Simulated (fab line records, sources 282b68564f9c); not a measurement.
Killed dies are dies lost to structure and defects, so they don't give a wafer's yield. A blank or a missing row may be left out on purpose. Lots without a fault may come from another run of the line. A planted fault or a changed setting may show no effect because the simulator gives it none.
Which tool did it? | flow rit_cmos | 15 lots, 45 wafers sampled, at 2 steps of a route of 202

WHAT THE GAUGES READ, wafer by wafer
RIT_SPACER_THK_MEAS_04. Usual: SPACER_NITRIDE_THK 251.3 nm, standard deviation 2.3.
lot  | measured    | on            | SPACER_NITRIDE_THK (nm) | flag
L684 | day 2 21:59 | film_metro-01 | 250.2 251.9 250.5       |
L685 | day 3 03:28 | film_metro-04 | 249.8 248.9 249.0       |
L686 | day 3 07:27 | film_metro-01 | 247.6 250.4 251.5       |
L687 | day 3 13:23 | film_metro-02 | 249.6 250.3 251.7       |
L688 | day 3 17:17 | film_metro-04 | 252.6 252.6 252.9       |
L689 | day 3 22:19 | film_metro-04 | 254.3 252.6 254.5       |
L690 | day 4 04:04 | film_metro-04 | 253.6 252.9 253.2       |
L692 | day 4 14:26 | film_metro-02 | 249.1 250.4 251.2       |
L693 | day 4 18:28 | film_metro-01 | 249.4 249.6 250.9       |
L694 | day 4 23:32 | film_metro-04 | 249.7 250.5 251.3       |
L696 | day 5 11:11 | film_metro-02 | 342.6 341.0 342.7       | OFF
L697 | day 5 14:29 | film_metro-02 | 251.2 250.9 251.6       |
L698 | day 5 20:05 | film_metro-04 | 340.6 342.2 342.0       | OFF
L699 | day 6 00:02 | film_metro-02 | 337.0 338.5 337.3       | OFF
L707 | day 7 18:00 | film_metro-04 | 248.9 248.5 248.0       |

WHICH TOOL RAN EACH LOT (tool, then ch and the chambers of the sampled wafers, then the start)
lot  | RIT_SPACER_CVD_03
L684 | lpcvd-02 ch 0, day 2 20:04
L685 | lpcvd-01 ch 1, day 3 01:33
L686 | lpcvd-01 ch 1, day 3 05:32
L687 | lpcvd-02 ch 0, day 3 11:28
L688 | lpcvd-02 ch 1, day 3 15:22
L689 | lpcvd-01 ch 1, day 3 20:23
L690 | lpcvd-02 ch 1, day 4 02:08
L692 | lpcvd-01 ch 1, day 4 12:31
L693 | lpcvd-02 ch 0, day 4 16:32
L694 | lpcvd-02 ch 0, day 4 21:37
L696 | lpcvd-01 ch 1, day 5 09:14
L697 | lpcvd-02 ch 0, day 5 12:32
L698 | lpcvd-01 ch 0, day 5 18:10
L699 | lpcvd-01 ch 0, day 5 22:06
L707 | lpcvd-02 ch 0, day 7 16:04
- RIT_SPACER_CVD_03: deposits Si3N4 from SiH2Cl2/NH3, target thk 250 nm, time 3300 s.

WHAT THE TOOLS THEMSELVES READ (means of the sampled wafers that have a number; where no wafer has one, the mark that the record gives instead)
RIT_SPACER_CVD_03. Usual: nh3_flow_sccm 149.9 sccm, standard deviation 0.44.
lot  | tool     | nh3_flow_sccm (sccm) | flag
L684 | lpcvd-02 | 149.7                |
L685 | lpcvd-01 | 149.9                |
L686 | lpcvd-01 | 149.6                |
L687 | lpcvd-02 | 149.8                |
L688 | lpcvd-02 | 149.7                |
L689 | lpcvd-01 | 150.1                |
L690 | lpcvd-02 | 150.0                |
L692 | lpcvd-01 | 150.0                |
L693 | lpcvd-02 | 149.6                |
L694 | lpcvd-02 | 150.4                |
L696 | lpcvd-01 | 224.7                | OFF
L697 | lpcvd-02 | 150.4                |
L698 | lpcvd-01 | 224.8                | OFF
L699 | lpcvd-01 | 225.6                | OFF
L707 | lpcvd-02 | 150.1                |

THE ANSWER, worked out from the rows above alone
Rule: a lot is off if the mean of its wafers that have a number lies more than 3 standard deviations from the usual mean. A lot without any number at a reading at which 4 lots or more have one is off too. The other lots that the step has rows for count as sound. The gauges are gone through in route order, then the tools' own readings, and for those a lot's mean is taken as printed above. The first step at which some lot is off is used, and at that step the reading that is off furthest; a lot without a number counts as furthest.
Off: L696, L698, L699, at RIT_SPACER_THK_MEAS_04 (SPACER_NITRIDE_THK).
A tool fits if, at a process step before that reading, it ran every lot that is off, and no sound lot after the first of them. The gauges at RIT_SPACER_THK_MEAS_04 aren't tried: what is off there is off at RIT_SPACER_CVD_03 too, on other tools, and a gauge's error can't cause that. One fits: lpcvd-01 at RIT_SPACER_CVD_03. Its last sound lot is L692 (day 4 12:31), its first lot that is off L696 (day 5 09:14): a fault that began between those two fits.
The tool's own readings at RIT_SPACER_CVD_03 bear it out: on the lots that are off they differ by more than 5 times the standard deviation of the sound lots' means. nh3_flow_sccm reads 225.0 sccm there against 149.9 sccm on the sound lots.

WHAT THE SIMULATOR HAD PUT IN
Process parameter drift: lpcvd-01, from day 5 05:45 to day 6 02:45, at RIT_SPACER_CVD_03. Setting nh3_flow_sccm, moved by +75, from 150. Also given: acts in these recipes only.
Lots struck among those shown: L696, L698, L699. The rule above found the same.
